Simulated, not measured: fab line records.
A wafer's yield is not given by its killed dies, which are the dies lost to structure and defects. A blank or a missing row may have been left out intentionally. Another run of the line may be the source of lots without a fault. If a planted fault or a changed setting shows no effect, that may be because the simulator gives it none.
Which tool did it?    flow berkeley_cmos170    Sampling: 15 lots, 45 wafers, 7 of 331 route steps

WHAT THE GAUGES SHOWED, per wafer
UCB170_START_BOW_MEAS_00. Usual: INCOMING_BOW gives 0 um (standard deviation 6.2).
lot   measured     on             INCOMING_BOW (um)  flag
L179  day 1 15:00  film_metro-03  -5 7 3             
L180  day 1 20:00  film_metro-01  -5 -12 12          
L182  day 2 06:01  film_metro-03  -1 3 5             
L183  day 2 11:01  film_metro-01  -14 -4 13          
L185  day 2 21:01  film_metro-04  9 -2 4             
L186  day 3 02:00  film_metro-04  3 4 -3             
L187  day 3 07:02  film_metro-01  0 -3 0             
L190  day 3 22:02  film_metro-03  11 7 5             
L191  day 4 03:04  film_metro-03  1 -7 -2            
L192  day 4 08:00  film_metro-01  3 5 5              
L194  day 4 18:00  film_metro-03  7 1 -2             
L196  day 5 04:00  film_metro-03  -7 -6 6            
L198  day 5 14:01  film_metro-01  10 7 8             
L200  day 6 00:04  film_metro-04  -8 2 -6            
L201  day 6 05:00  film_metro-04  9 -1 7             

UCB170_NWELL_THK_MEAS_02. Usual: NWELL_OXIDE_THK gives 26.5 nm (standard deviation 0.53).
lot   measured     on             NWELL_OXIDE_THK (nm)  flag
L179  day 2 11:20  film_metro-02  26.9 26.7 27.1        
L180  day 2 11:20  film_metro-01  26.6 26.7 26.6        
L182  day 3 05:19  film_metro-03  26.9 27.1 27.6        
L183  day 3 15:06  film_metro-03  26.8 26.6 26.8        
L185  day 3 23:22  film_metro-02  27.0 27.4 27.1        
L186  day 3 23:22  film_metro-01  26.6 26.6 27.0        
L187  day 3 23:23  film_metro-03  27.1 27.2 26.9        
L190  day 4 18:04  film_metro-01  25.8 26.1 25.9        
L191  day 4 23:22  film_metro-02  26.8 26.2 26.3        
L192  day 4 23:20  film_metro-01  26.8 26.7 26.2        
L194  day 5 07:55  film_metro-01  26.2 26.0 26.1        
L196  day 5 20:59  film_metro-03  26.5 26.5 25.8        
L198  day 6 08:40  film_metro-02  26.0 26.0 25.7        
L200  day 6 16:20  film_metro-03  26.5 26.4 26.5        
L201  day 7 02:39  film_metro-02  26.4 26.3 26.7        

UCB170_PSD_TW_MEAS_10. Usual: PSD_TW gives 2341 (standard deviation 10).
lot   measured      on             PSD_TW          flag
L179  day 8 03:49   film_metro-01  2332 2340 2326  
L180  day 8 04:21   film_metro-04  2337 2341 2351  
L182  day 9 05:22   film_metro-04  2343 2337 2339  
L183  day 9 21:40   film_metro-04  2340 2348 2340  
L185  day 10 12:44  film_metro-01  2335 2326 2336  
L186  day 10 12:37  film_metro-04  2337 2338 2341  
L187  day 10 13:26  film_metro-03  2885 2870 2874  OFF
L190  day 11 06:44  film_metro-01  2355 2354 2359  
L191  day 11 07:11  film_metro-03  2876 2883 2865  OFF
L192  day 12 00:17  film_metro-04  2342 2332 2333  
L194  day 12 01:11  film_metro-04  2879 2882 2876  OFF
L196  day 12 12:30  film_metro-04  2346 2345 2342  
L198  day 12 18:41  film_metro-03  2324 2329 2338  
L200  day 13 06:02  film_metro-03  2365 2351 2344  
L201  day 13 05:44  film_metro-04  2336 2336 2344  

UCB170_SDANNEAL_RS_MEAS_02: the measuring method here is four-point-probe. Usual: PSD_RS gives 75.57 ohm/sq (standard deviation 0.28).
lot   measured      on             PSD_RS (ohm/sq)    flag
L179  day 8 06:47   film_metro-01  75.56 75.83 75.94  
L180  day 8 07:12   film_metro-03  75.69 75.59 75.95  
L182  day 9 08:04   film_metro-04  75.84 75.42 75.22  
L183  day 10 00:31  film_metro-03  75.46 75.22 75.36  
L185  day 10 15:45  film_metro-04  75.57 75.42 75.51  
L186  day 10 15:31  film_metro-01  76.15 76.24 76.11  
L187  day 10 16:19  film_metro-03  53.78 53.64 53.74  OFF
L190  day 11 13:53  film_metro-03  75.14 75.49 75.40  
L191  day 11 14:49  film_metro-04  53.46 53.47 53.67  OFF
L192  day 12 04:00  film_metro-03  75.84 75.83 75.82  
L194  day 12 04:42  film_metro-03  53.57 53.55 53.62  OFF
L196  day 12 16:28  film_metro-03  75.53 75.46 75.51  
L198  day 12 22:58  film_metro-04  75.61 75.86 75.66  
L200  day 13 08:54  film_metro-03  75.66 75.42 75.30  
L201  day 13 08:40  film_metro-04  75.41 76.03 75.42  

TOOL THAT RAN EACH LOT (tool first, then ch and the chambers of the sampled wafers, then the start)
lot   UCB170_PLDD_STRIP_10                  UCB170_PSD_IMPLANT_08            UCB170_PSD_STRIP_09
L179  plasma_asher-03 ch 0,1, day 7 16:37   implanter-03 ch 0, day 8 03:34   plasma_asher-01 ch 0,1, day 8 03:43
L180  plasma_asher-02 ch 0,1, day 7 17:07   implanter-03 ch 0, day 8 04:06   plasma_asher-03 ch 0,1, day 8 04:15
L182  plasma_asher-04 ch 0,1, day 8 16:13   implanter-03 ch 0, day 9 05:07   plasma_asher-04 ch 0,1, day 9 05:15
L183  plasma_asher-04 ch 0,1, day 9 06:46   implanter-02 ch 0, day 9 21:26   plasma_asher-04 ch 1, day 9 21:34
L185  plasma_asher-02 ch 0,1, day 9 18:58   implanter-01 ch 0, day 10 12:30  plasma_asher-04 ch 0,1, day 10 12:37
L186  plasma_asher-04 ch 1, day 9 18:33     implanter-03 ch 0, day 10 12:22  plasma_asher-01 ch 0,1, day 10 12:31
L187  plasma_asher-03 ch 0,1, day 9 18:50   implanter-02 ch 0, day 10 12:46  plasma_asher-03 ch 0,1, day 10 13:21
L190  plasma_asher-04 ch 0,1, day 10 18:21  implanter-03 ch 0, day 11 06:31  plasma_asher-03 ch 0,1, day 11 06:40
L191  plasma_asher-03 ch 0,1, day 10 18:36  implanter-02 ch 0, day 11 06:40  plasma_asher-04 ch 0,1, day 11 07:06
L192  plasma_asher-02 ch 0,1, day 11 15:04  implanter-02 ch 0, day 12 00:02  plasma_asher-01 ch 1, day 12 00:11
L194  plasma_asher-04 ch 0,1, day 11 14:46  implanter-02 ch 0, day 12 00:32  plasma_asher-03 ch 0,1, day 12 01:05
L196  plasma_asher-04 ch 0,1, day 12 03:56  implanter-03 ch 0, day 12 12:15  plasma_asher-01 ch 0,1, day 12 12:24
L198  plasma_asher-03 ch 0,1, day 12 08:32  implanter-01 ch 0, day 12 18:27  plasma_asher-01 ch 0,1, day 12 18:35
L200  plasma_asher-02 ch 0,1, day 12 19:07  implanter-01 ch 0, day 13 05:50  plasma_asher-04 ch 0,1, day 13 05:56
L201  plasma_asher-04 ch 0,1, day 12 18:51  implanter-02 ch 0, day 13 05:29  plasma_asher-03 ch 0,1, day 13 05:38
- UCB170_PLDD_STRIP_10: strips in O2.
- UCB170_PSD_IMPLANT_08
- UCB170_PSD_STRIP_09: strips in O2.

AS READ BY THE TOOLS THEMSELVES (means over the sampled wafers that have a number; for cases with no such wafer, the mark the record gives instead)
UCB170_PLDD_STRIP_10. Usual: drypump_motor_current_A 6.1 A, standard deviation 0.58; oes_product_au 0.735 a.u., standard deviation 0.0047; strip_time_to_endpoint_s 21.63 s, standard deviation 0.068.
lot   tool             drypump_motor_current_A (A)  oes_product_au (a.u.)  strip_time_to_endpoint_s (s)  flag
L179  plasma_asher-03  6.5                          0.731                  21.54                         
L180  plasma_asher-02  5.2                          0.731                  21.77                         
L182  plasma_asher-04  6.0                          0.738                  21.52                         
L183  plasma_asher-04  6.0                          0.739                  21.60                         
L185  plasma_asher-02  5.0                          0.730                  21.69                         
L186  plasma_asher-04  5.8                          0.737                  21.58                         
L187  plasma_asher-03  6.4                          0.736                  21.59                         
L190  plasma_asher-04  6.0                          0.732                  21.66                         
L191  plasma_asher-03  6.5                          0.739                  21.54                         
L192  plasma_asher-02  5.2                          0.733                  21.68                         
L194  plasma_asher-04  6.2                          0.733                  21.61                         
L196  plasma_asher-04  6.0                          0.728                  21.66                         
L198  plasma_asher-03  6.5                          0.736                  21.65                         
L200  plasma_asher-02  5.2                          0.735                  21.63                         
L201  plasma_asher-04  6.0                          0.734                  21.52                         

UCB170_PSD_IMPLANT_08. Usual: 3e+15 for dose_ions_cm2, sd 3.1e+12.
lot   tool          dose_ions_cm2  flag
L179  implanter-03  3e+15          
L180  implanter-03  3e+15          
L182  implanter-03  3e+15          
L183  implanter-02  3e+15          
L185  implanter-01  3e+15          
L186  implanter-03  3e+15          
L187  implanter-02  3e+15          
L190  implanter-03  3e+15          
L191  implanter-02  3e+15          
L192  implanter-02  3e+15          
L194  implanter-02  3e+15          
L196  implanter-03  3e+15          
L198  implanter-01  3e+15          
L200  implanter-01  3e+15          
L201  implanter-02  3e+15          

UCB170_PSD_STRIP_09. Usual: drypump_motor_current_A 6.1 A, standard deviation 0.55; oes_product_au 0.601 a.u., standard deviation 0.0046; strip_time_to_endpoint_s 29.37 s, standard deviation 0.082.
lot   tool             drypump_motor_current_A (A)  oes_product_au (a.u.)  strip_time_to_endpoint_s (s)  flag
L179  plasma_asher-01  5.4                          0.598                  29.48                         
L180  plasma_asher-03  6.4                          0.600                  29.42                         
L182  plasma_asher-04  6.2                          0.603                  29.34                         
L183  plasma_asher-04  5.8                          0.596                  29.44                         
L185  plasma_asher-04  6.0                          0.604                  29.44                         
L186  plasma_asher-01  5.8                          0.600                  29.32                         
L187  plasma_asher-03  6.4                          0.520                  37.53                         OFF
L190  plasma_asher-03  6.5                          0.600                  29.48                         
L191  plasma_asher-04  6.0                          0.519                  37.48                         OFF
L192  plasma_asher-01  6.2                          0.600                  29.35                         
L194  plasma_asher-03  6.5                          0.517                  37.57                         OFF
L196  plasma_asher-01  5.7                          0.600                  29.36                         
L198  plasma_asher-01  5.8                          0.597                  29.41                         
L200  plasma_asher-04  6.0                          0.601                  29.40                         
L201  plasma_asher-03  6.5                          0.606                  29.21                         

THE ANSWER, worked out from the rows above alone
Rule: lot off if the mean of its wafers having a number is beyond 3 standard deviations from the usual mean. Also off: a lot with no number at a reading for which 4 or more lots have one. The other lots that the step has rows for count as sound. After the gauges, taken in route order, come the tools' own readings; for these a lot's mean is taken, as printed above. At the first step where some lot is off, the reading lying furthest off is the one used; lots without a number count as furthest.
Off: L187, L191, L194, seen at UCB170_PSD_TW_MEAS_10 (PSD_TW).
A tool fits if, at a process step before that reading, it ran every lot that is off, and no sound lot after the first of them. Not tried: the gauges at UCB170_PSD_TW_MEAS_10; whatever is off there is also off at UCB170_PSD_STRIP_09, on other tools, and gauge error can't account for it. No candidate that was tried fits.

WHAT THE SIMULATOR PUT IN
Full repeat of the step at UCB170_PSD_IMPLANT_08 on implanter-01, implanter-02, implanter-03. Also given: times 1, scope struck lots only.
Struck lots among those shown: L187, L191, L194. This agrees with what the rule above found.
